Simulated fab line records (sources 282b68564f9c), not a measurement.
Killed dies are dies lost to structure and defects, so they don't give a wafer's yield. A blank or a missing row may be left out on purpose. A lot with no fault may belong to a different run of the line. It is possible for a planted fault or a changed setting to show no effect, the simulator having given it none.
fab line records	flow rit_cmos
record lots=6	wafers=18	last_day=7
route steps=202 shown PSD@142 SDANNEAL@153 NSD@158 PLDD@159 NLDD@160 SILICIDE@161 CONTACT@168 M1@202
lots that met no fault: from a run of the same line without faults
start_h: hours from the record's first day to the start of the lot's first wafer shown	wait_h: hours elapsed since this lot's preceding step	" the same as in the row above	L1.1+2: a row that stands for several wafers	- value missing, or start not given	* or withheld: withheld	< > ~ a bound
route shown NAME@n: names a module that has steps shown in the file, with the first one's number in the route	usual: average and standard deviation across the fault-free wafers	same: alike in all rows	chamber/n: place in a boat	sites: the reading at each site	_std_site: the standard deviation of these	_edge_site: the outer-site mean with the inner-site mean subtracted	radius_mm: how far each site lies from the wafer's centre	mask NAME#n: copy n	behind: the tool/chamber that last shaped the wafer	hold: what put the lot on hold/how long, in hours/how the hold closed	device: the transistor (n, p or np) that didn't switch	end of line: the same wafers' tests at the end of the route	step lacking rows: just its recipe	killed: at the first sort, the dies lost to defects and structure; wafer yield is something else	map: a wafer's dies, marking killed ones x, the rest . and places with no die _
set.NAME: the run value of the setting; set.NAME@STEP: its run value at that earlier step	model.NAME: the simulator's own value behind a step, which no gauge read
lots at some steps of the route; a table a step, a row a wafer
services: from which hour (start_h, from the record's first day; less than 0 if before it) a tool's chamber was out of use, for how many hours, and why
## steps
# step RIT_PSD_HMDS_00
# recipe prime_time_s=60	prime_temp_c=140
# step RIT_PSD_COAT_01
# recipe resist=NOVOLAK	spin_rpm=3250	resist_thk_nm=1000
# step RIT_PSD_SOFTBAKE_02
# recipe resist=NOVOLAK	temp_c=90	time_s=60
# step RIT_PSD_EXPOSE_03
# recipe mask_id=M10	na=0.57	target_cd_nm=40900	dose_mj=250
# step RIT_PSD_PEB_04
# recipe resist=NOVOLAK	temp_c=withheld	time_s=withheld
# step RIT_PSD_DEVELOP_05
# recipe resist=NOVOLAK	develop_time_s=50	dev_temp_c=23
# step RIT_PSD_OVL_MEAS_06
# usual PSD_OVL=-0.2/1.4
lot.wafer	tool	chamber	start_h	wait_h	PSD_OVL[nm]
L726.2	overlay-02	-	90.69	-	0.7
L726.3	"	-	"	"	1.5
L726.6	"	-	"	"	3.3
L728.1	overlay-01	-	97.95	-	0.2
L728.3	"	-	"	"	-0.4
L728.5	"	-	"	"	0.6
L736.4	overlay-01	-	144.14	-	1.3
L736.5	"	-	"	"	-0.4
L736.6	"	-	"	"	0.1
L738.1	overlay-01	-	147.79	-	3.1
L738.4	"	-	"	"	2.0
L738.6	"	-	"	"	0.5
L740.1	overlay-01	-	159.47	-	1.4
L740.4	"	-	"	"	-0.4
L740.5	"	-	"	"	1.2
L741.1	overlay-02	-	164.71	-	-1.7
L741.3	"	-	"	"	-1.9
L741.5	"	-	"	"	-1.7
# step RIT_PSD_HARDBAKE_07
# recipe resist=NOVOLAK	temp_c=140	time_s=60
# step RIT_PSD_IMPLANT_08
# recipe species=BF2	energy_kev=27	dose_cm2=5e+15	tilt_deg=7
# step RIT_PSD_STRIP_09
# recipe chemistry=O2	time_s=180	resist=NOVOLAK	platen_temp_c=withheld	power_w=500	pressure_mtorr=4000	o2_flow_sccm=4000
# usual drypump_motor_current_A=5.4/0.44
lot.wafer	tool	chamber	start_h	wait_h	drypump_motor_current_A	rf_hours_counter_h
L726.2	plasma_asher-01	0	91.02	0.1	4.8	29
L726.3	"	0	"	"	4.8	-
L726.6	"	1	"	"	5.9	-
L728.1	plasma_asher-03	1	98.28	0.1	5.8	47
L728.3	"	0	"	"	4.8	-
L728.5	"	0	"	"	4.8	-
L736.4	plasma_asher-03	0	144.51	0.1	4.8	-
L736.5	"	0	"	"	4.8	-
L736.6	"	1	"	"	5.7	-
L738.1	plasma_asher-01	0	148.12	0.1	4.8	35
L738.4	"	0	"	"	4.8	-
L738.6	"	0	"	"	4.8	-
L740.1	plasma_asher-02	0	159.81	0.1	5.3	53
L740.4	"	1	"	"	5.7	-
L740.5	"	1	"	"	5.7	-
L741.1	plasma_asher-02	1	165.05	0.1	5.7	54
L741.3	"	1	"	"	5.7	-
L741.5	"	0	"	"	5.3	-
# step RIT_PSD_TW_MEAS_10
# usual PSD_TW=3397/28
lot.wafer	tool	chamber	start_h	wait_h	PSD_TW
L726.2	film_metro-02	-	91.20	0.1	3383
L726.3	"	-	"	"	3378
L726.6	"	-	"	"	3384
L728.1	film_metro-01	-	98.46	0.1	3460
L728.3	"	-	"	"	3452
L728.5	"	-	"	"	3464
L736.4	film_metro-02	-	144.66	0.1	3398
L736.5	"	-	"	"	3386
L736.6	"	-	"	"	3401
L738.1	film_metro-02	-	148.30	0.1	3380
L738.4	"	-	"	"	3387
L738.6	"	-	"	"	3389
L740.1	film_metro-02	-	159.98	0.1	3394
L740.4	"	-	"	"	3394
L740.5	"	-	"	"	3381
L741.1	film_metro-03	-	165.23	0.1	3374
L741.3	"	-	"	"	3362
L741.5	"	-	"	"	3343
# step RIT_SDANNEAL_CLEAN_00
# recipe chemistry=SC1	mix=3:3:50	time_s=572.4	temp_c=75
# step RIT_SDANNEAL_CLEAN_01
# recipe chemistry=dHF	dilution=50:1	time_s=30
lot.wafer	tool	chamber	start_h	wait_h
L726.2+3+6	wet_bench-02	3	91.43	0.0
L728.1+3+5	wet_bench-02	1	98.69	0.0
L736.4+5+6	wet_bench-02	3	144.87	0.0
L738.1+4+6	wet_bench-02	0	148.53	0.0
L740.1+4+5	wet_bench-01	2	160.23	0.0
L741.1+3+5	wet_bench-03	0	165.48	0.0
# step RIT_SDANNEAL_CLEAN_02
# recipe chemistry=SC2	mix=3:3:50	time_s=600	temp_c=75	dry=n2_spin
# step RIT_SDANNEAL_RTA_03
# recipe temp_c=1050	time_s=5	idle_temp_c=600	ramp_up_c_per_s=342	ramp_down_c_per_s=171	cool_to_c=600	ambient=N2
# usual anneal_temp_c_max=1054.8/1.2	ramp_down_c_per_s=171.00/0.033	wafer_temp_C_max=1053.6/1.3
lot.wafer	tool	chamber	start_h	wait_h	anneal_temp_c_max	ramp_down_c_per_s	wafer_temp_C_max
L726.2	rtp_anneal-01	0	91.66	0.0	1054.8	170.96	1055.6
L726.3	"	0	"	"	1053.1	171.02	1053.8
L726.6	"	0	"	"	1053.8	171.02	1052.8
L728.1	rtp_anneal-01	0	98.90	0.0	1053.3	170.95	1053.0
L728.3	"	0	"	"	1052.4	171.04	1053.0
L728.5	"	0	"	"	1055.3	170.98	1052.8
L736.4	rtp_anneal-01	0	145.10	0.0	1054.1	170.99	1053.9
L736.5	"	0	"	"	1053.3	171.00	1052.9
L736.6	"	0	"	"	1053.0	171.03	1053.3
L738.1	rtp_anneal-01	0	148.73	0.0	1056.7	171.03	1056.1
L738.4	"	0	"	"	1054.7	170.97	1053.9
L738.6	"	0	"	"	1053.8	171.01	1053.0
L740.1	rtp_anneal-01	0	160.42	0.0	1053.7	170.96	1053.9
L740.4	"	0	"	"	1052.9	170.96	1054.1
L740.5	"	0	"	"	1054.3	171.01	1053.4
L741.1	rtp_anneal-02	0	165.68	0.0	1056.3	170.97	1051.6
L741.3	"	0	"	"	1054.3	171.01	1053.6
L741.5	"	0	"	"	1057.5	170.98	1054.4
# step RIT_SDANNEAL_RS_MEAS_04
# recipe thk_meas_gauge=four-point-probe
# usual PSD_RS=115.93/0.25
lot.wafer	tool	chamber	start_h	wait_h	PSD_RS[ohm/sq]
L726.2	film_metro-02	-	91.73	0.1	116.10
L726.3	"	-	"	"	116.01
L726.6	"	-	"	"	116.07
L728.1	film_metro-02	-	98.96	0.0	116.18
L728.3	"	-	"	"	115.72
L728.5	"	-	"	"	116.03
L736.4	film_metro-02	-	145.19	0.1	115.55
L736.5	"	-	"	"	115.70
L736.6	"	-	"	"	116.04
L738.1	film_metro-03	-	148.79	0.0	115.39
L738.4	"	-	"	"	115.58
L738.6	"	-	"	"	115.62
L740.1	film_metro-02	-	160.48	0.0	116.50
L740.4	"	-	"	"	116.25
L740.5	"	-	"	"	116.36
L741.1	film_metro-02	-	165.74	0.0	115.52
L741.3	"	-	"	"	115.88
L741.5	"	-	"	"	115.97
# step RIT_SDANNEAL_RS_MEAS_05
# recipe thk_meas_gauge=four-point-probe
# usual NSD_RS=84.57/0.22
lot.wafer	tool	chamber	start_h	wait_h	NSD_RS[ohm/sq]
L726.2	film_metro-02	-	91.85	0.1	84.67
L726.3	"	-	"	"	84.53
L726.6	"	-	"	"	84.33
L728.1	film_metro-02	-	99.08	0.1	84.75
L728.3	"	-	"	"	84.46
L728.5	"	-	"	"	84.45
L736.4	film_metro-02	-	145.31	0.1	84.99
L736.5	"	-	"	"	84.63
L736.6	"	-	"	"	84.52
L738.1	film_metro-03	-	148.91	0.1	84.62
L738.4	"	-	"	"	84.37
L738.6	"	-	"	"	84.28
L740.1	film_metro-02	-	160.60	0.1	84.33
L740.4	"	-	"	"	84.31
L740.5	"	-	"	"	84.16
L741.1	film_metro-02	-	165.86	0.1	84.77
L741.3	"	-	"	"	84.71
L741.5	"	-	"	"	84.77
# step RIT_SDANNEAL_RS_MEAS_06
# recipe thk_meas_gauge=four-point-probe
# usual PLDD_RS=178.8/0.45
lot.wafer	tool	chamber	start_h	wait_h	PLDD_RS[ohm/sq]
L726.2	film_metro-02	-	91.97	0.1	179.0
L726.3	"	-	"	"	178.9
L726.6	"	-	"	"	178.6
L728.1	film_metro-02	-	99.20	0.1	179.4
L728.3	"	-	"	"	179.0
L728.5	"	-	"	"	179.6
L736.4	film_metro-02	-	145.43	0.1	178.5
L736.5	"	-	"	"	179.0
L736.6	"	-	"	"	178.8
L738.1	film_metro-03	-	149.03	0.1	178.3
L738.4	"	-	"	"	178.7
L738.6	"	-	"	"	177.9
L740.1	film_metro-02	-	160.72	0.1	178.9
L740.4	"	-	"	"	178.9
L740.5	"	-	"	"	179.3
L741.1	film_metro-02	-	165.98	0.1	177.7
L741.3	"	-	"	"	178.7
L741.5	"	-	"	"	178.4
# step RIT_SDANNEAL_RS_MEAS_07
# recipe thk_meas_gauge=four-point-probe
# usual NLDD_RS=151.5/0.51
lot.wafer	tool	chamber	start_h	wait_h	NLDD_RS[ohm/sq]
L726.2	film_metro-02	-	92.09	0.1	152.4
L726.3	"	-	"	"	152.7
L726.6	"	-	"	"	152.0
L728.1	film_metro-02	-	99.32	0.1	151.7
L728.3	"	-	"	"	151.6
L728.5	"	-	"	"	151.7
L736.4	film_metro-02	-	145.55	0.1	151.8
L736.5	"	-	"	"	152.0
L736.6	"	-	"	"	151.6
L738.1	film_metro-03	-	149.15	0.1	152.1
L738.4	"	-	"	"	151.7
L738.6	"	-	"	"	152.1
L740.1	film_metro-02	-	160.84	0.1	150.5
L740.4	"	-	"	"	150.6
L740.5	"	-	"	"	151.4
L741.1	film_metro-02	-	166.10	0.1	151.1
L741.3	"	-	"	"	151.1
L741.5	"	-	"	"	151.5
# step RIT_SILICIDE_WET_ETCH_00
# recipe chemistry=BOE	target=SiO2	target_depth_nm=14	time_s=15	dry=n2_spin	dilution=10:1	temp_c=21.5
# step RIT_SILICIDE_SPUTTER_01
# recipe material=Ti	target_thk_nm=30	power_w=350	chamber_pressure_pa=0.6436	gas=Ar	time_s=240	substrate_temp_c=25
# step RIT_SILICIDE_RS_MEAS_02
# recipe thk_meas_gauge=four-point-probe	reads=Ti_of_SILICIDE_SPUTTER_01
# usual SILICIDE_TI_RS=44.4/0.57
lot.wafer	tool	chamber	start_h	wait_h	SILICIDE_TI_RS[ohm/sq]
L726.2	film_metro-03	-	92.37	0.1	45.3
L726.3	"	-	"	"	45.1
L726.6	"	-	"	"	44.5
L728.1	film_metro-03	-	99.64	0.1	43.9
L728.3	"	-	"	"	43.9
L728.5	"	-	"	"	44.2
L736.4	film_metro-04	-	145.84	0.1	43.4
L736.5	"	-	"	"	43.3
L736.6	"	-	"	"	43.4
L738.1	film_metro-04	-	149.43	0.1	45.3
L738.4	"	-	"	"	44.6
L738.6	"	-	"	"	44.7
L740.1	film_metro-04	-	161.13	0.1	44.8
L740.4	"	-	"	"	45.0
L740.5	"	-	"	"	45.0
L741.1	film_metro-04	-	166.39	0.1	44.3
L741.3	"	-	"	"	44.9
L741.5	"	-	"	"	44.3
# step RIT_SILICIDE_THK_MEAS_03
# recipe thk_meas_gauge=xrf	reads=Ti_of_SILICIDE_SPUTTER_01
# usual SILICIDE_TI_THK=30.1/0.33
lot.wafer	tool	chamber	start_h	wait_h	SILICIDE_TI_THK[nm]
L726.2	film_metro-03	-	92.48	0.1	29.7
L726.3	"	-	"	"	29.8
L726.6	"	-	"	"	30.0
L728.1	film_metro-03	-	99.76	0.1	30.5
L728.3	"	-	"	"	30.5
L728.5	"	-	"	"	30.3
L736.4	film_metro-04	-	145.93	0.1	30.6
L736.5	"	-	"	"	30.5
L736.6	"	-	"	"	30.6
L738.1	film_metro-04	-	149.55	0.1	29.6
L738.4	"	-	"	"	29.8
L738.6	"	-	"	"	29.7
L740.1	film_metro-04	-	161.25	0.1	29.9
L740.4	"	-	"	"	29.7
L740.5	"	-	"	"	29.7
L741.1	film_metro-04	-	166.51	0.1	30.0
L741.3	"	-	"	"	29.7
L741.5	"	-	"	"	30.1
# step RIT_SILICIDE_RTA_04
# recipe temp_c=650	time_s=10	idle_temp_c=25	ramp_up_s=5	ramp_down_s=5	cool_to_c=25	ambient=N2
# step RIT_SILICIDE_WET_ETCH_05
# recipe chemistry=SPM	target=Ti	temp_c=90	time_s=120	dry=n2_spin
# step RIT_SILICIDE_RTA_06
# recipe temp_c=750	time_s=10	idle_temp_c=25	ramp_up_s=5	ramp_down_s=10	cool_to_c=25	ambient=N2
# step RIT_CONTACT_CVD_00
# recipe material=SiO2	target_thk_nm=400	precursor=TEOS	temp_c=390	time_s=61	rf_w=400
# usual heater_power_w=284/38
lot.wafer	tool	chamber	start_h	wait_h	heater_power_w	since_wet_clean_h
L726.2	pecvd-04	1	92.71	0.0	312	243
L726.3	"	2	"	"	275	243
L726.6	"	2	"	"	287	-
L728.1	pecvd-03	1	99.99	0.1	282	1046
L728.3	"	0	"	"	352	1046
L728.5	"	2	"	"	250	-
L736.4	pecvd-01	0	146.16	0.0	336	-
L736.5	"	1	"	"	206	-
L736.6	"	2	"	"	256	-
L738.1	pecvd-01	0	149.78	0.1	324	705
L738.4	"	2	"	"	280	-
L738.6	"	1	"	"	211	-
L740.1	pecvd-03	1	161.55	0.1	246	1107
L740.4	"	1	"	"	266	-
L740.5	"	2	"	"	261	-
L741.1	pecvd-01	2	166.74	0.1	285	722
L741.3	"	1	"	"	272	722
L741.5	"	2	"	"	291	-
# step RIT_CONTACT_THK_MEAS_01
# recipe reads=SiO2_of_CONTACT_CVD_00
# usual CONTACT_TEOS_THK=399/5.3
lot.wafer	tool	chamber	start_h	wait_h	CONTACT_TEOS_THK[nm]
L726.2	film_metro-01	-	92.77	0.0	393
L726.3	"	-	"	"	387
L726.6	"	-	"	"	396
L728.1	film_metro-04	-	100.04	0.0	395
L728.3	"	-	"	"	399
L728.5	"	-	"	"	402
L736.4	film_metro-03	-	146.21	0.0	402
L736.5	"	-	"	"	408
L736.6	"	-	"	"	403
L738.1	film_metro-03	-	149.84	0.0	401
L738.4	"	-	"	"	403
L738.6	"	-	"	"	407
L740.1	film_metro-03	-	161.62	0.1	390
L740.4	"	-	"	"	399
L740.5	"	-	"	"	403
L741.1	film_metro-04	-	166.79	0.0	398
L741.3	"	-	"	"	400
L741.5	"	-	"	"	401
# step RIT_CONTACT_HMDS_02
# recipe prime_time_s=60	prime_temp_c=140
# step RIT_CONTACT_COAT_03
# recipe resist=NOVOLAK	spin_rpm=3250	resist_thk_nm=1000
# step RIT_CONTACT_SOFTBAKE_04
# recipe resist=NOVOLAK	temp_c=89.14	time_s=60
# step RIT_CONTACT_EXPOSE_05
# recipe mask_id=M11	na=0.6	source_shape=conventional	sigma_outer=0.5	target_cd_nm=1000	dose_mj=250
# step RIT_CONTACT_PEB_06
# recipe resist=NOVOLAK	temp_c=withheld	time_s=withheld
# step RIT_CONTACT_DEVELOP_07
# recipe resist=NOVOLAK	develop_time_s=120	dev_temp_c=23
# step RIT_CONTACT_CD_MEAS_08
# recipe target_cd_nm=1000
# usual cd_nm=1000.1/2.3
lot.wafer	tool	chamber	start_h	wait_h	cd_nm
L726.2	cd_sem-01	-	94.03	-	1001.8
L726.3	"	-	"	"	1000.7
L726.6	"	-	"	"	1002.3
L728.1	cd_sem-02	-	101.26	-	1000.6
L728.3	"	-	"	"	1000.4
L728.5	"	-	"	"	1000.9
L736.4	cd_sem-02	-	147.39	-	998.7
L736.5	"	-	"	"	997.5
L736.6	"	-	"	"	998.6
L738.1	cd_sem-02	-	151.12	-	1001.5
L738.4	"	-	"	"	1003.2
L738.6	"	-	"	"	1000.8
L740.1	cd_sem-02	-	162.65	-	999.2
L740.4	"	-	"	"	1001.2
L740.5	"	-	"	"	1000.4
L741.1	cd_sem-01	-	167.82	-	1000.7
L741.3	"	-	"	"	1003.3
L741.5	"	-	"	"	1002.0
# step RIT_CONTACT_OVL_MEAS_09
# usual CONTACT_OVL=-0.1/1.4
lot.wafer	tool	chamber	start_h	wait_h	CONTACT_OVL[nm]
L726.2	overlay-01	-	94.14	0.1	1.5
L726.3	"	-	"	"	1.0
L726.6	"	-	"	"	1.4
L728.1	overlay-01	-	101.38	0.1	-0.6
L728.3	"	-	"	"	0.7
L728.5	"	-	"	"	1.0
L736.4	overlay-02	-	147.47	0.1	0.0
L736.5	"	-	"	"	0.1
L736.6	"	-	"	"	-1.7
L738.1	overlay-02	-	151.24	0.1	0.4
L738.4	"	-	"	"	-1.7
L738.6	"	-	"	"	-1.0
L740.1	overlay-02	-	162.77	0.1	-1.6
L740.4	"	-	"	"	-1.5
L740.5	"	-	"	"	-0.8
L741.1	overlay-01	-	167.94	0.1	-0.9
L741.3	"	-	"	"	0.0
L741.5	"	-	"	"	0.0
# step RIT_CONTACT_HARDBAKE_10
# recipe resist=NOVOLAK	temp_c=140	time_s=60
# step RIT_CONTACT_ETCH_11
# recipe target_depth_a=4800	over_etch_frac=0.2	stop_on=TiSi2	chemistry=CHF3/CF4/Ar	target=SiO2	CHF3_flow_sccm=50	cf4_flow_sccm=10	Ar_flow_sccm=100	O2_flow_sccm=5	pressure_mtorr=100	rf_w=200	time_s=320
# usual drypump_motor_current_A=5.7/0.5	oes_product_au=0.988/0.019	throttle_valve_pct=8.85/0.14
lot.wafer	tool	chamber	start_h	wait_h	drypump_motor_current_A	oes_product_au	rf_hours_counter_h	throttle_valve_pct
L726.2	rie_diel-03	3	94.32	0.1	6.5	0.974	36	8.66
L726.3	"	0	"	"	6.2	0.989	23	8.89
L726.6	"	0	"	"	6.2	1.001	-	8.91
L728.1	rie_diel-01	2	101.56	0.1	5.1	0.958	123	8.79
L728.3	"	0	"	"	5.5	1.008	83	9.04
L728.5	"	1	"	"	6.3	0.960	-	9.03
L736.4	rie_diel-01	2	147.64	0.1	5.1	0.966	124	8.79
L736.5	"	0	"	"	5.5	1.008	-	9.05
L736.6	"	1	"	"	6.3	0.962	-	9.03
L738.1	rie_diel-01	0	151.43	0.1	5.5	1.006	84	9.04
L738.4	"	0	"	"	5.5	0.999	-	9.04
L738.6	"	3	"	"	5.7	1.005	-	8.70
L740.1	rie_diel-02	1	162.96	0.1	5.9	0.990	35	8.84
L740.4	"	0	"	"	5.9	0.987	103	8.66
L740.5	"	2	"	"	5.3	1.015	-	8.82
L741.1	rie_diel-01	0	168.13	0.1	5.5	1.009	85	9.04
L741.3	"	2	"	"	5.1	0.970	124	8.80
L741.5	"	3	"	"	5.7	0.994	-	8.69
# step RIT_CONTACT_STRIP_12
# recipe chemistry=O2	time_s=180	resist=NOVOLAK	platen_temp_c=withheld	power_w=500	pressure_mtorr=4000	o2_flow_sccm=4000
# usual drypump_motor_current_A=5.5/0.36
lot.wafer	tool	chamber	start_h	wait_h	drypump_motor_current_A	rf_hours_counter_h
L726.2	plasma_asher-04	1	94.51	0.1	5.5	47
L726.3	"	0	"	"	5.7	-
L726.6	"	0	"	"	5.8	-
L728.1	plasma_asher-03	1	101.76	0.1	5.7	47
L728.3	"	1	"	"	5.7	-
L728.5	"	0	"	"	4.8	-
L736.4	plasma_asher-02	1	147.89	0.2	5.7	-
L736.5	"	0	"	"	5.3	-
L736.6	"	1	"	"	5.7	-
L738.1	plasma_asher-02	0	151.62	0.1	5.3	52
L738.4	"	0	"	"	5.3	-
L738.6	"	0	"	"	5.3	-
L740.1	plasma_asher-04	0	163.15	0.1	5.8	5
L740.4	"	0	"	"	5.8	-
L740.5	"	0	"	"	5.7	-
L741.1	plasma_asher-02	1	168.32	0.1	5.7	54
L741.3	"	0	"	"	5.3	-
L741.5	"	1	"	"	5.7	-
# step RIT_CONTACT_CD_MEAS_90
# recipe target_cd_nm=1000
# usual cd_nm=1000.2/2.3
lot.wafer	tool	chamber	start_h	wait_h	cd_nm
L726.2	cd_sem-02	-	94.71	0.1	1001.9
L726.3	"	-	"	"	1000.5
L726.6	"	-	"	"	1002.5
L728.1	cd_sem-01	-	101.93	0.1	1000.5
L728.3	"	-	"	"	1001.0
L728.5	"	-	"	"	1000.8
L736.4	cd_sem-01	-	148.07	0.1	998.3
L736.5	"	-	"	"	997.6
L736.6	"	-	"	"	998.9
L738.1	cd_sem-01	-	151.79	0.1	1001.4
L738.4	"	-	"	"	1003.5
L738.6	"	-	"	"	1001.0
L740.1	cd_sem-01	-	163.33	0.1	998.7
L740.4	"	-	"	"	1001.2
L740.5	"	-	"	"	1000.8
L741.1	cd_sem-01	-	168.50	0.1	1000.9
L741.3	"	-	"	"	1003.8
L741.5	"	-	"	"	1001.6
# step RIT_CONTACT_CLEAN_13
# recipe chemistry=SC1	mix=3:3:50	time_s=600	temp_c=75
# step RIT_CONTACT_CLEAN_14
# recipe chemistry=SC2	mix=3:3:50	time_s=600	temp_c=75	dry=n2_spin
# step RIT_M1_PROBE_99
# usual killed_at_front_end=7/3.2	killed_dies=7/3.2	killed_on_rim=1.8/1.3	killed_open=3.6/2.1	killed_short=3.5/2.1
# same gross_dies=264	killed_at_M0_to_M3=0	killed_at_M4_up=0	killed_at_back_side=0	killed_at_contacts=0	killed_at_other=0
lot.wafer	tool	chamber	start_h	wait_h	killed_at_front_end	killed_dies	killed_on_rim	killed_open	killed_short
L726.2	prober-02	-	99.59	0.1	12	12	4	3	9
L726.3	prober-02	-	99.64	0.2	11	11	2	8	3
L726.6	prober-02	-	99.79	0.2	7	7	2	4	3
L728.1	prober-02	-	106.72	0.1	12	12	3	5	7
L728.3	prober-02	-	106.82	0.2	8	8	1	3	5
L728.5	prober-02	-	106.92	0.2	5	5	2	3	2
L736.4	prober-02	-	153.73	0.2	26	26	8	7	2
L736.5	prober-02	-	153.78	0.2	25	25	8	4	0
L736.6	prober-02	-	153.83	0.2	31	31	8	5	4
L738.1	prober-02	-	156.39	0.1	18	18	6	1	4
L738.4	prober-02	-	156.54	0.2	12	12	9	1	1
L738.6	prober-02	-	156.64	0.2	19	19	8	2	3
L740.1	prober-02	-	167.87	0.1	2	2	1	0	2
L740.4	prober-02	-	168.02	0.2	8	8	1	3	5
L740.5	prober-02	-	168.07	0.2	13	13	4	5	8
L741.1	prober-01	-	173.00	0.1	11	11	1	5	6
L741.3	prober-01	-	173.10	0.2	5	5	2	3	2
L741.5	prober-01	-	173.20	0.2	7	7	2	5	1
# killed by level:class
L726.2 SILICIDE:geometric_particle:short=4 REOX:geometric_particle:short=2 FOX1:geometric_particle:short=1 GATE:geometric_particle:open=1 GATE:geometric_particle:short=1 REOX:geometric_particle:open=1 SPACER:geometric_particle:short=1 SILICIDE:geometric_particle:open=1
L726.3 REOX:geometric_particle:open=3 SPACER:geometric_particle:open=3 GATE:geometric_particle:short=1 GATE:geometric_particle:open=1 SPACER:geometric_particle:short=1 SILICIDE:geometric_particle:short=1 SILICIDE:geometric_particle:open=1
L726.6 SPACER:geometric_particle:short=3 GATE:geometric_particle:open=1 REOX:geometric_particle:open=1 SPACER:geometric_particle:open=1 SILICIDE:geometric_particle:open=1
L728.1 FOX1:geometric_particle:short=2 GATE:geometric_particle:open=2 REOX:geometric_particle:open=2 SILICIDE:geometric_particle:short=2 FOX2:geometric_particle:short=1 GATE:geometric_particle:short=1 SPACER:geometric_particle:short=1 SILICIDE:geometric_particle:open=1
L728.3 GATE:geometric_particle:short=2 FOX1:geometric_particle:open=1 FOX1:geometric_particle:short=1 GATE:geometric_particle:open=1 REOX:geometric_particle:open=1 REOX:geometric_particle:short=1 SPACER:geometric_particle:short=1
L728.5 FOX1:geometric_particle:short=2 FOX1:geometric_particle:open=1 REOX:geometric_particle:open=1 SILICIDE:geometric_particle:open=1
L736.4 SDANNEAL:unspecified=17 GATE:geometric_particle:open=3 SPACER:geometric_particle:open=3 GATE:geometric_particle:short=1 REOX:geometric_particle:open=1 SPACER:geometric_particle:short=1
L736.5 SDANNEAL:unspecified=21 GATE:geometric_particle:open=2 SPACER:geometric_particle:open=1 SILICIDE:geometric_particle:open=1
L736.6 SDANNEAL:unspecified=22 GATE:geometric_particle:open=3 REOX:geometric_particle:short=2 FOX1:geometric_particle:open=1 FOX2:geometric_particle:short=1 FOX2:geometric_particle:open=1 SPACER:geometric_particle:short=1
L738.1 SDANNEAL:unspecified=13 GATE:geometric_particle:short=2 REOX:geometric_particle:short=2 GATE:geometric_particle:open=1
L738.4 SDANNEAL:unspecified=10 FOX1:geometric_particle:short=1 SILICIDE:geometric_particle:open=1
L738.6 SDANNEAL:unspecified=13 GATE:geometric_particle:short=1 GATE:geometric_particle:open=1 REOX:geometric_particle:short=1 SPACER:geometric_particle:open=1 SILICIDE:geometric_particle:short=1 GATE:coat_microbubble_printed=1
L740.1 GATE:geometric_particle:short=2
L740.4 GATE:geometric_particle:short=4 GATE:geometric_particle:open=3 SPACER:geometric_particle:short=1
L740.5 REOX:geometric_particle:short=4 FOX1:geometric_particle:open=3 FOX1:geometric_particle:short=2 GATE:geometric_particle:open=1 SPACER:geometric_particle:short=1 SPACER:geometric_particle:open=1 SILICIDE:geometric_particle:short=1
L741.1 GATE:geometric_particle:short=4 FOX1:geometric_particle:open=1 GATE:geometric_particle:open=1 REOX:geometric_particle:open=1 REOX:geometric_particle:short=1 SPACER:geometric_particle:open=1 SPACER:geometric_particle:short=1 SILICIDE:geometric_particle:open=1
L741.3 GATE:geometric_particle:open=2 REOX:geometric_particle:open=1 REOX:geometric_particle:short=1 SPACER:geometric_particle:short=1
L741.5 GATE:geometric_particle:open=3 FOX1:geometric_particle:open=1 REOX:geometric_particle:open=1 SILICIDE:geometric_particle:short=1 PSD:coat_microbubble_printed=1
# map L736.6 (x killed, . not)
________......._______
_____.............____
____...............___
___....x............__
__..................._
__....x.x............_
_.....................
_....x................
_.xxxxx...............
_xxx.x................
__xxxxx.............._
__xxxxx.............._
___xxx.x............__
____x.xx..x........___
_____.............____
________......._______
# map L738.6 (x killed, . not)
________......._______
_____.............____
____...............___
___.................__
__..................._
__...............x..._
_.....................
_..x............x.....
_.....................
_...x.................
__..................._
__..................._
___......x..........__
____.....xx.....x..___
_____.x..x.xx.x...____
________xxxxxx._______
## services
tool	chamber	start_h	hours	kind
plasma_asher-01	-	70.32	15.6	pm
rie_diel-03	1	70.39	5.8	repair
rie_diel-02	2	76.23	7.0	repair
pecvd-04	-	83.38	1.6	repair
rie_diel-03	3	98.50	4.9	repair
rie_diel-03	1	103.35	-	clean
rie_diel-03	1	103.35	17.5	scheduled_down
rie_diel-03	1	103.35	17.5	vent_cycle
rie_diel-01	-	103.56	0.9	repair
plasma_asher-04	-	108.75	9.0	pm
plasma_asher-04	0	108.75	9.0	vent_cycle
plasma_asher-04	1	108.75	9.0	vent_cycle
plasma_asher-04	0	117.75	-	clean
plasma_asher-04	1	117.75	-	clean
plasma_asher-02	-	122.05	2.1	repair
pecvd-03	1	122.06	20.6	repair
pecvd-04	-	149.19	1.7	repair
rie_diel-01	1	149.21	-	clean
pecvd-03	0	158.79	6.6	repair
## key
first_sign step=RIT_M1_PROBE_99	reading=killed_at_front_end	direction=up	sigmas=4.7	usual=7	struck=22
effect step=RIT_M1_PROBE_99	reading=killed_dies	direction=up	sigmas=4.6	usual=7	struck=22
met_at RIT_SDANNEAL_CLEAN_01
struck_wafers L736.4,L736.5,L736.6,L738.1,L738.4,L738.6
tester_left_out L736,L738
onset_between 98.69 144.87
fault kind=chamber_particle_source	tool=wet_bench-02	chamber=-	onset_h=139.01	steps=RIT_SDANNEAL_CLEAN_01	rate_per_visit_cm2=0.41611	end_h=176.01
# tester_left_out: of these lots the tester's yield and bins aren't shown, on N5 and GAA mostly nor the transistor test; their killed dies are dies lost to structure and defects alone, not to doping, threshold or leakage, so they don't give the yield
